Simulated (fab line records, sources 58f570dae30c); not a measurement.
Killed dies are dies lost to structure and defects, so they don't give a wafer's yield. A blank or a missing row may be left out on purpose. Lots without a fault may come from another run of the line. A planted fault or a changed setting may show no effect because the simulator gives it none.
Tool commonality check | flow berkeley_cmos170 | 14 lots, 48 wafers sampled

WHY IT WAS OPENED
At UCB170_PSD_TW_MEAS_10 the reading PSD_TW is flagged on 2 of 14 lots. Wafers without a fault read 2338, standard deviation 16.
Rule: a lot is flagged when every wafer of it that has a number lies more than 4 standard deviations from that mean, or none has a number. The other lots count as sound.

lot  | measured     | on            | PSD_TW, wafer by wafer | flag
L213 | day 6 17:54  | film_metro-04 | 2359 2355 2356         |
L214 | day 6 18:01  | film_metro-03 | 2330 2323 2331         |
L212 | day 6 18:08  | film_metro-04 | 2352 2350 2341         |
L215 | day 7 01:34  | film_metro-04 | 2352 2352 2343         |
L219 | day 8 05:07  | film_metro-03 | 2325 2337 2327         |
L220 | day 8 05:33  | film_metro-04 | 2346 2348 2351         |
L221 | day 8 08:08  | film_metro-03 | 30 30 30 30 30 30      | FLAGGED
L222 | day 8 08:34  | film_metro-02 | 30 30 30 30 30 30      | FLAGGED
L223 | day 8 18:58  | film_metro-03 | 2309 2342 2327         |
L233 | day 10 15:51 | film_metro-04 | 2357 2356 2351         |
L231 | day 10 16:08 | film_metro-03 | 2318 2333 2314         |
L232 | day 10 16:24 | film_metro-03 | 2322 2315 2319         |
L234 | day 11 05:10 | film_metro-03 | 2301 2306 2316         |
L235 | day 11 15:10 | film_metro-02 | 2341 2337 2345         |
The numbers of the flagged lots are 30 on average: -2308 against the usual, or -99 or more standard deviations.

WHICH TOOL RAN EACH LOT
The record holds 2 process steps before the reading, out of a route of 331 steps. In each cell: the tool, then ch and the chambers that the sampled wafers went through, then the start.
lot  | flag    | UCB170_NLDD_STRIP_10                 | UCB170_PSD_STRIP_09
L213 |         | plasma_asher-02 ch 0,1, day 6 09:13  | plasma_asher-04 ch 0,1, day 6 17:47
L214 |         | plasma_asher-02 ch 0,1, day 6 12:01  | plasma_asher-01 ch 0,1, day 6 17:55
L212 |         | plasma_asher-03 ch 0,1, day 6 08:20  | plasma_asher-03 ch 0,1, day 6 18:02
L215 |         | plasma_asher-02 ch 0,1, day 6 16:08  | plasma_asher-01 ch 0,1, day 7 01:28
L219 |         | plasma_asher-01 ch 0,1, day 7 21:26  | plasma_asher-01 ch 0,1, day 8 05:02
L220 |         | plasma_asher-02 ch 0,1, day 7 21:30  | plasma_asher-03 ch 0,1, day 8 05:27
L221 | FLAGGED | plasma_asher-02 ch 0,1, day 8 01:50  | plasma_asher-01 ch 0,1, day 8 08:03
L222 | FLAGGED | plasma_asher-02 ch 0,1, day 8 02:57  | plasma_asher-01 ch 0,1, day 8 08:28
L223 |         | plasma_asher-03 ch 0,1, day 8 13:11  | plasma_asher-04 ch 0,1, day 8 18:48
L233 |         | plasma_asher-02 ch 0,1, day 10 11:18 | plasma_asher-03 ch 0,1, day 10 15:45
L231 |         | plasma_asher-01 ch 0,1, day 10 10:27 | plasma_asher-03 ch 0, day 10 16:01
L232 |         | plasma_asher-02 ch 0,1, day 10 11:50 | plasma_asher-01 ch 0,1, day 10 16:18
L234 |         | plasma_asher-03 ch 0,1, day 10 23:19 | plasma_asher-04 ch 0,1, day 11 05:04
L235 |         | plasma_asher-03 ch 0,1, day 11 08:21 | plasma_asher-03 ch 0,1, day 11 15:04
What these steps do:
- UCB170_NLDD_STRIP_10: strips in O2.
- UCB170_PSD_STRIP_09: strips in O2.
- UCB170_PSD_TW_MEAS_10

FLAGGED OVER TOTAL, TOOL BY TOOL (the gauges that took the reading come last)
step                  | tool            | lots run | flagged | share of the flagged lots | sound lots run after its first flagged lot
UCB170_NLDD_STRIP_10  | plasma_asher-01 | 2        | 0       | none                      | -
UCB170_NLDD_STRIP_10  | plasma_asher-02 | 8        | 2       | all                       | 2 (L233,L232)
UCB170_NLDD_STRIP_10  | plasma_asher-03 | 4        | 0       | none                      | -
UCB170_PSD_STRIP_09   | plasma_asher-01 | 6        | 2       | all                       | 1 (L232)
UCB170_PSD_STRIP_09   | plasma_asher-03 | 5        | 0       | none                      | -
UCB170_PSD_STRIP_09   | plasma_asher-04 | 3        | 0       | none                      | -
UCB170_PSD_TW_MEAS_10 | film_metro-02   | 2        | 1       | some                      | 1 (L235)
UCB170_PSD_TW_MEAS_10 | film_metro-03   | 7        | 1       | some                      | 4 (L223,L231,L232,L234)
UCB170_PSD_TW_MEAS_10 | film_metro-04   | 5        | 0       | none                      | -

WHAT THE TABLE ALLOWS
2 rows of the table ran every flagged lot: plasma_asher-02 at UCB170_NLDD_STRIP_10, plasma_asher-01 at UCB170_PSD_STRIP_09.
- plasma_asher-02 at UCB170_NLDD_STRIP_10: 2 of its 8 lots flagged. Sound lots ran on it after the first flagged one (L233, L232), which a lasting fault on the whole tool wouldn't allow. On the flagged lots its readings are blank where sound lots have values: chamber_pressure_mTorr, drypump_motor_current_A, oes_product_au, strip_time_to_endpoint_s.
- plasma_asher-01 at UCB170_PSD_STRIP_09: 2 of its 6 lots flagged. Sound lots ran on it after the first flagged one (L232), which a lasting fault on the whole tool wouldn't allow. Its own readings lie more than 4 standard deviations out on every wafer of the flagged lots: oes_product_au, strip_time_to_endpoint_s.
No row of the table ran every flagged lot and no sound lot after the first.

WHAT THE SIMULATOR HAD PUT IN
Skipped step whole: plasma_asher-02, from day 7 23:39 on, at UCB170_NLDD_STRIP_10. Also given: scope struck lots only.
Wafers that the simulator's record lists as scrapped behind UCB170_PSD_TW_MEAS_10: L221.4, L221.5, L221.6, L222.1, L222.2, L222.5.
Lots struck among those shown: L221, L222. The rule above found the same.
